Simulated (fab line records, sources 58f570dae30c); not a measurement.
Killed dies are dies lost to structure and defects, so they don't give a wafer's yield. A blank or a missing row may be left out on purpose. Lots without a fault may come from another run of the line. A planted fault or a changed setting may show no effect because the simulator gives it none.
Chamber matching | flow berkeley_cmos170 | UCB170_PWELL_ETCH_14 on rie_diel-02: 4 sister chambers
The step etches Si3N4 in CH3F/Ar/O2, stops on SiO2, target depth 242 nm, time 151 s. 7 wafers are shown with their chamber, then 7 later ones without.

WAFERS WITH THEIR CHAMBER
wafer  | chamber | throttle_valve_pct (%) | drypump_motor_current_A (A)
L875.1 | 1       | 8.03                   | 5.8
L877.2 | 2       | 8.29                   | 6.0
L877.4 | 3       | 7.99                   | 6.0
L882.3 | 2       | 8.28                   | 6.0
L882.6 | 0       | 7.86                   | 5.8
L884.2 | 3       | 7.98                   | 6.0
L884.3 | 0       | 7.85                   | 5.7

WAFERS WITHOUT THEIR CHAMBER
wafer  | throttle_valve_pct (%) | drypump_motor_current_A (A)
L884.4 | 7.85                   | 5.8
L886.1 | 7.84                   | 5.7
L886.2 | 8.00                   | 6.0
L886.3 | 8.03                   | 5.9
L888.3 | 7.85                   | 5.7
L888.4 | 8.03                   | 5.8
L888.5 | 8.04                   | 5.8

WHICH CHAMBER EACH WENT THROUGH
wafer  | from the rows above | in truth
L884.4 | 0                   | 0
L886.1 | 0                   | 0
L886.2 | 3                   | 3
L886.3 | 1                   | 1
L888.3 | 0                   | 0
L888.4 | 1                   | 1
L888.5 | 1                   | 1
Placed correctly: 7 of 7. Can't be placed from these rows: 0. Placed wrongly: 0.
How it was worked out, from the rows above alone: a wafer's distance from a chamber is the root of the sum, over the readings, of the square of ((its reading less the chamber's mean) divided by the reading's scatter). The wafer belongs to the nearest chamber; if the next one is less than 2 further off, it can't be placed. A chamber's mean is the mean of its shown wafers. The scatter: the root of (the sum of the squares of (reading less its chamber's mean) over the shown wafers, divided by (wafers less chambers)).
